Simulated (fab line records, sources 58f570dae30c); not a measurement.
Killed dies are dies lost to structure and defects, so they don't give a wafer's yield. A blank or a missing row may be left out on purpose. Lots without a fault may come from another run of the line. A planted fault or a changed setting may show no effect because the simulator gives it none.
fab line records | flow berkeley_cmos170
record lots=7 wafers=21 last_day=13
route steps=331 shown PLDD@151 NLDD@158
lots that met no fault: from a run of the same line without faults
start_h: hours from the record's first day to the start of the lot's first wafer shown | wait_h: hours since the lot's step before | " the same as in the row above | L1.1+2: a row that stands for several wafers | - no value, or no start given | * or withheld: withheld | < > ~ a bound
route shown NAME@n: a module of which the file shows steps, and the number in the route of the first | usual: mean/standard deviation of fault-free wafers | same: alike in all rows | chamber/n: place in a boat | sites: the reading at each site | _std_site: their standard deviation | _edge_site: outer sites' mean less inner sites' | radius_mm: how far each site lies from the wafer's centre | mask NAME#n: copy n | behind: the tool/chamber that last shaped the wafer | hold: why the lot was held/for how many hours/how that ended | device: the transistor (n, p or np) that didn't switch | end of line: the same wafers' tests at the end of the route | a step without rows: its recipe alone | killed: dies lost to structure and defects at the first sort, not the wafer's yield | map: a wafer's dies, x killed, . not, _ none there
set.NAME: the setting as run; set.NAME@STEP: as run at that earlier step | model.NAME: the simulator's own value behind a step, which no gauge read
lots at some steps of the route; a table a step, a row a wafer
services: from which hour (start_h, from the record's first day; less than 0 if before it) a tool's chamber was out of use, for how many hours, and why
## steps
# step UCB170_PLDD_CD_MEAS_06
# recipe target_cd_nm=1200
# usual cd_nm=1200.1/1.5
# columns lot.wafer tool chamber start_h wait_h cd_nm
L925.4 cd_sem-01 - 183.54 - 1202.3
L925.5 " - " " 1202.5
L925.6 " - " " 1202.4
L927.1 cd_sem-01 - 200.24 - 1200.9
L927.2 " - " " 1199.8
L927.4 " - " " 1201.6
L931.3 cd_sem-01 - 215.78 - 1198.3
L931.4 " - " " 1199.2
L931.5 " - " " 1200.3
L930.2 cd_sem-02 - 215.87 - 1201.6
L930.4 " - " " 1202.2
L930.5 " - " " 1202.3
L929.1 cd_sem-02 - 216.10 - 1199.6
L929.2 " - " " 1201.0
L929.4 " - " " 1199.9
L932.2 cd_sem-01 - 233.21 - 1201.6
L932.3 " - " " 1200.5
L932.5 " - " " 1201.4
L939.1 cd_sem-01 - 262.12 - 1198.3
L939.3 " - " " 1198.2
L939.5 " - " " 1198.2
# step UCB170_PLDD_OVL_MEAS_07
# usual PLDD_OVL=2/5.5
# columns lot.wafer tool chamber start_h wait_h PLDD_OVL[nm]
L925.4 overlay-01 - 183.62 0.1 1
L925.5 " - " " 5
L925.6 " - " " 7
L927.1 overlay-02 - 200.36 0.1 -5
L927.2 " - " " -12
L927.4 " - " " -7
L931.3 overlay-02 - 215.87 0.1 1
L931.4 " - " " -10
L931.5 " - " " -6
L930.2 overlay-01 - 215.98 0.1 5
L930.4 " - " " 9
L930.5 " - " " 7
L929.1 overlay-01 - 216.22 0.1 2
L929.2 " - " " 6
L929.4 " - " " 1
L932.2 overlay-02 - 233.32 0.1 7
L932.3 " - " " 1
L932.5 " - " " 3
L939.1 overlay-01 - 262.24 0.1 8
L939.3 " - " " 9
L939.5 " - " " 13
# step UCB170_PLDD_IMPLANT_08
# recipe species=BF2 dose_cm2=5e+13 energy_kev=10 tilt_deg=7 rotation_deg=0
# step UCB170_PLDD_IMPLANT_09
# recipe species=BF2 dose_cm2=5e+13 energy_kev=10 tilt_deg=7 rotation_deg=180
# step UCB170_PLDD_STRIP_10
# recipe chemistry=O2 power_w=400 pressure_mtorr=3500 platen_temp_c=withheld o2_flow_sccm=400 overash_fraction=0.5
# usual chamber_pressure_mTorr=3500/3.4 drypump_motor_current_A=5.7/0.62 oes_product_au=0.734/0.0046 strip_time_to_endpoint_s=21.62/0.052
# columns lot.wafer tool chamber start_h wait_h chamber_pressure_mTorr drypump_motor_current_A oes_product_au rf_hours_counter_h strip_time_to_endpoint_s
L925.4 plasma_asher-02 0 183.97 0.1 3498 5.1 0.731 - 21.66
L925.5 " 0 " " 3500 5.1 0.740 - 21.71
L925.6 " 1 " " 3500 6.0 0.736 - 21.70
L927.1 plasma_asher-04 1 200.70 0.1 3500 4.7 0.733 48 21.66
L927.2 " 0 " " 3498 6.0 0.735 48 21.70
L927.4 " 1 " " 3498 4.7 0.740 - 21.66
L931.3 plasma_asher-04 1 216.23 0.1 3502 4.7 0.732 - 21.60
L931.4 " 0 " " 3497 6.0 0.735 - 21.63
L931.5 " 0 " " 3495 6.0 0.731 - 21.65
L930.2 plasma_asher-02 0 216.31 0.1 3506 5.1 0.741 50 21.63
L930.4 " 1 " " 3502 6.0 0.732 - 21.65
L930.5 " 1 " " 3506 6.0 0.731 - 21.65
L929.1 plasma_asher-01 0 216.55 0.1 3495 6.6 0.743 45 21.59
L929.2 " 1 " " 3504 5.5 0.734 45 21.58
L929.4 " 1 " " 3500 5.5 0.729 - 21.61
L932.2 plasma_asher-01 0 233.65 0.1 3498 6.6 0.739 47 21.60
L932.3 " 1 " " 3503 5.5 0.734 - 21.69
L932.5 " 0 " " 3499 6.6 0.731 - 21.59
L939.1 plasma_asher-02 1 262.57 0.1 3499 6.0 0.727 56 21.59
L939.3 " 1 " " 3499 6.0 0.732 - 21.58
L939.5 " 0 " " 3502 5.1 0.734 - 21.61
# step UCB170_PLDD_TW_MEAS_11
# usual PLDD_TW=1004/11
# columns lot.wafer tool chamber start_h wait_h PLDD_TW
L925.4 film_metro-04 - 184.06 0.1 1007
L925.5 " - " " 1004
L925.6 " - " " 1006
L927.1 film_metro-01 - 200.80 0.1 1015
L927.2 " - " " 1027
L927.4 " - " " 1018
L931.3 film_metro-02 - 216.31 0.1 991
L931.4 " - " " 999
L931.5 " - " " 989
L930.2 film_metro-01 - 216.42 0.1 1005
L930.4 " - " " 1004
L930.5 " - " " 1003
L929.1 film_metro-04 - 216.65 0.1 1012
L929.2 " - " " 1017
L929.4 " - " " 1013
L932.2 film_metro-02 - 233.76 0.1 987
L932.3 " - " " 997
L932.5 " - " " 990
L939.1 film_metro-02 - 262.67 0.1 987
L939.3 " - " " 988
L939.5 " - " " 992
# step UCB170_PLDD_CLEAN_12
# recipe chemistry=SPM temp_c=120 time_s=600
# step UCB170_NLDD_HMDS_00
# recipe prime_time_s=60 prime_temp_c=100
# step UCB170_NLDD_COAT_01
# recipe resist=KrF spin_rpm=1500 resist_thk_nm=900
# step UCB170_NLDD_SOFTBAKE_02
# recipe resist=KrF temp_c=130 time_s=60
# step UCB170_NLDD_EXPOSE_03
# recipe mask_id=NSELECT na=0.5 sigma_outer=0.6 source_shape=conventional target_cd_nm=1200 dose_mj=30
# step UCB170_NLDD_PEB_04
# recipe peb_temp_c=130 peb_time_s=withheld resist=KrF
# step UCB170_NLDD_DEVELOP_05
# recipe developer=TMAH develop_time_s=45 resist=KrF dev_temp_c=21
# usual chill_plate_temp_C=23.00/0.11 develop_time_s=45/0
# columns lot.wafer tool chamber start_h wait_h chill_plate_temp_C develop_time_s model.KrF_of_NLDD_COAT_01.thk_nm
L925.4 litho_track-02 0 186 - 22.97 45 885.7
L925.5 " 0 " " 22.98 45 882
L925.6 " 0 " " 23.04 45 885.4
L927.1 litho_track-01 0 202 - 23.03 45 883.7
L927.2 " 0 " " 23.04 45 881.4
L927.4 " 0 " " 23.09 45 883
L929.1 litho_track-04 - 218 - - - 899.2
L929.2 " - " " - - 896.3
L929.4 " - " " - - 898.8
L930.2 litho_track-02 - 218 - - - 900.9
L930.4 " - " " - - 898.8
L930.5 " - " " - - 900.4
L931.3 litho_track-04 - 218 - - - 898.6
L931.4 " - " " - - 898.6
L931.5 " - " " - - 897.3
L932.2 litho_track-04 0 234 - 22.97 45 883.1
L932.3 " 0 " " 22.98 45 884.5
L932.5 " 0 " " 22.85 45 884.5
L939.1 litho_track-04 0 263 - 22.98 45 883.4
L939.3 " 0 264 - 23.04 45 881.1
L939.5 " 0 " " 23.03 45 880.9
# step UCB170_NLDD_CD_MEAS_06
# recipe target_cd_nm=1200
# usual cd_nm=1200.1/1.5
# columns lot.wafer tool chamber start_h wait_h cd_nm
L925.4 cd_sem-01 - 186.43 - 1198.2
L925.5 " - " " 1200.1
L925.6 " - " " 1197.9
L927.1 cd_sem-02 - 202.42 - 1198.7
L927.2 " - " " 1199.3
L927.4 " - " " 1197.3
L929.1 cd_sem-01 - 218.54 - -
L929.2 " - " " -
L929.4 " - " " -
L930.2 cd_sem-02 - 218.68 - -
L930.4 " - " " -
L930.5 " - " " -
L931.3 cd_sem-01 - 218.85 - -
L931.4 " - " " -
L931.5 " - " " -
L932.2 cd_sem-02 - 234.99 - 1199.3
L932.3 " - " " 1198.9
L932.5 " - " " 1199.8
L939.1 cd_sem-01 - 264.09 - 1197.8
L939.3 " - " " 1197.3
L939.5 " - " " 1198.9
## services
# columns tool chamber start_h hours kind
plasma_asher-04 - 233.75 0.6 repair
plasma_asher-04 - 249.31 12.7 repair
## key
first_sign step=UCB170_NLDD_DEVELOP_05 reading=tool_record direction=missing
effect none on later readings
model_effect step=UCB170_NLDD_DEVELOP_05 value=KrF_of_NLDD_COAT_01.thk_nm without=884.6 struck=898.8
met_at UCB170_NLDD_DEVELOP_05
struck_wafers L929.1,L929.2,L929.4,L930.2,L930.4,L930.5,L931.3,L931.4,L931.5
sort_left_out L929.1,L929.2,L929.4,L930.2,L930.4,L930.5,L931.3,L931.4,L931.5
tester_left_out L929,L930,L931
fault kind=skipped_step_whole tool=litho_track-02,litho_track-04 chamber=- onset_h=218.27 steps=UCB170_NLDD_DEVELOP_05 scope=struck_lots_only
# tester_left_out: of these lots the tester's yield and bins aren't shown, on N5 and GAA mostly nor the transistor test; their killed dies are dies lost to structure and defects alone, not to doping, threshold or leakage, so they don't give the yield
# sort_left_out: the simulated sort isn't trusted on such a fault, so these wafers' sort isn't shown, and their yield isn't known
